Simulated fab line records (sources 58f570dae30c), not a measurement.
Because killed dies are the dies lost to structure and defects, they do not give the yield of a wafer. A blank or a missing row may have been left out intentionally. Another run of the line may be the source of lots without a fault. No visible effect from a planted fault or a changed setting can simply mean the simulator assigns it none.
Which tool is to blame? || flow berkeley cmos170 || Sampling: 13 lots, 39 wafers, 2 of 331 route steps

## WHAT THE GAUGES READ, wafer by wafer
UCB170_SPACER_THK_MEAS_01. Usual: SPACER_TEOS_THK 376 nm, standard deviation 4.7.
{"lot": "L950", "measured": "day 7 08:05", "on": "film metro-02", "SPACER_TEOS_THK (nm)": "376 383 381", "flag": ""}
{"lot": "L946", "measured": "day 7 08:27", "on": "film metro-02", "SPACER_TEOS_THK (nm)": "382 382 384", "flag": ""}
{"lot": "L947", "measured": "day 7 09:26", "on": "film metro-02", "SPACER_TEOS_THK (nm)": "373 373 377", "flag": ""}
{"lot": "L952", "measured": "day 8 09:09", "on": "film metro-03", "SPACER_TEOS_THK (nm)": "375 375 386", "flag": ""}
{"lot": "L954", "measured": "day 8 20:10", "on": "film metro-04", "SPACER_TEOS_THK (nm)": "418 425 426 418 425 427", "flag": "OFF"}
{"lot": "L957", "measured": "day 9 20:22", "on": "film metro-03", "SPACER_TEOS_THK (nm)": "413 418 424 414 418 424", "flag": "OFF"}
{"lot": "L958", "measured": "day 9 20:25", "on": "film metro-02", "SPACER_TEOS_THK (nm)": "376 376 379", "flag": ""}
{"lot": "L961", "measured": "day 9 20:22", "on": "film metro-02", "SPACER_TEOS_THK (nm)": "365 363 367", "flag": ""}
{"lot": "L963", "measured": "day 10 19:13", "on": "film metro-02", "SPACER_TEOS_THK (nm)": "375 370 377", "flag": ""}
{"lot": "L965", "measured": "day 10 19:26", "on": "film metro-02", "SPACER_TEOS_THK (nm)": "367 372 377", "flag": ""}
{"lot": "L964", "measured": "day 10 19:43", "on": "film metro-04", "SPACER_TEOS_THK (nm)": "375 377 377", "flag": ""}
{"lot": "L966", "measured": "day 11 06:51", "on": "film metro-02", "SPACER_TEOS_THK (nm)": "370 378 380", "flag": ""}
{"lot": "L969", "measured": "day 11 19:12", "on": "film metro-03", "SPACER_TEOS_THK (nm)": "371 378 377", "flag": ""}

## EACH LOT AND THE TOOL THAT RAN IT (in order: tool; ch and the chambers of the sampled wafers; start)
{"lot": "L950", "UCB170_SPACER_CVD_00": "pecvd-03 ch 0,1,2, day 7 08:01"}
{"lot": "L946", "UCB170_SPACER_CVD_00": "pecvd-02 ch 0,1,2, day 7 08:24"}
{"lot": "L947", "UCB170_SPACER_CVD_00": "pecvd-04 ch 1,2, day 7 09:23"}
{"lot": "L952", "UCB170_SPACER_CVD_00": "pecvd-04 ch 0,1, day 8 09:06"}
{"lot": "L954", "UCB170_SPACER_CVD_00": "pecvd-03 ch 0,1,2, day 8 20:08"}
{"lot": "L957", "UCB170_SPACER_CVD_00": "pecvd-03 ch 0,1, day 9 20:19"}
{"lot": "L958", "UCB170_SPACER_CVD_00": "pecvd-02 ch 1,2, day 9 20:19"}
{"lot": "L961", "UCB170_SPACER_CVD_00": "pecvd-04 ch 0,1,2, day 9 20:19"}
{"lot": "L963", "UCB170_SPACER_CVD_00": "pecvd-04 ch 0,2, day 10 19:09"}
{"lot": "L965", "UCB170_SPACER_CVD_00": "pecvd-02 ch 0,1,2, day 10 19:24"}
{"lot": "L964", "UCB170_SPACER_CVD_00": "pecvd-04 ch 1,2, day 10 19:40"}
{"lot": "L966", "UCB170_SPACER_CVD_00": "pecvd-04 ch 1,2, day 11 06:47"}
{"lot": "L969", "UCB170_SPACER_CVD_00": "pecvd-04 ch 0,1, day 11 19:10"}
- UCB170_SPACER_CVD_00: deposits SiO2 from TEOS/O2, target thk 376 nm, time 47 s.

## AS READ BY THE TOOLS THEMSELVES (means over the sampled wafers that have a number; for cases with no such wafer, the mark the record gives instead)
UCB170_SPACER_CVD_00. Usual: heater power w 277 W, standard deviation 63.
{"lot": "L950", "tool": "pecvd-03", "heater power w (W)": 286, "flag": ""}
{"lot": "L946", "tool": "pecvd-02", "heater power w (W)": 302, "flag": ""}
{"lot": "L947", "tool": "pecvd-04", "heater power w (W)": 280, "flag": ""}
{"lot": "L952", "tool": "pecvd-04", "heater power w (W)": 242, "flag": ""}
{"lot": "L954", "tool": "pecvd-03", "heater power w (W)": 275, "flag": ""}
{"lot": "L957", "tool": "pecvd-03", "heater power w (W)": 323, "flag": ""}
{"lot": "L958", "tool": "pecvd-02", "heater power w (W)": 298, "flag": ""}
{"lot": "L961", "tool": "pecvd-04", "heater power w (W)": 271, "flag": ""}
{"lot": "L963", "tool": "pecvd-04", "heater power w (W)": 280, "flag": ""}
{"lot": "L965", "tool": "pecvd-02", "heater power w (W)": 258, "flag": ""}
{"lot": "L964", "tool": "pecvd-04", "heater power w (W)": 258, "flag": ""}
{"lot": "L966", "tool": "pecvd-04", "heater power w (W)": 287, "flag": ""}
{"lot": "L969", "tool": "pecvd-04", "heater power w (W)": 251, "flag": ""}

## THE ANSWER, worked out from the rows above alone
Rule: take the mean of a lot's wafers that have a number; if it is more than 3 standard deviations from the usual mean, the lot is off. A lot without any number at a reading at which 4 lots or more have one is off too. All remaining lots with rows at the step are treated as sound. Order of review: gauges by route order, followed by the tools' own readings, for which a lot's mean as printed above is used. At the first step where some lot is off, the reading lying furthest off is the one used; lots without a number count as furthest.
Off: L954, L957, at UCB170_SPACER_THK_MEAS_01 (SPACER_TEOS_THK).
If a tool, at a process step before that reading, ran all the lots that are off and no sound lot after the first of them, it fits. Those tools and the gauges at UCB170_SPACER_THK_MEAS_01 are tried in the same way. One fits: UCB170_SPACER_CVD_00 on pecvd-03. Its last sound lot is L950 (day 7 08:01), its first lot that is off L954 (day 8 20:08): a fault that began between those two fits.

## WHAT THE SIMULATOR HAD INSERTED
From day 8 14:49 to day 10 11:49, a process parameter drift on pecvd-03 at UCB170_SPACER_CVD_00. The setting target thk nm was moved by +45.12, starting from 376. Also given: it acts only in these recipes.
Lots struck among those shown: L954, L957. The rule given above showed the same thing.
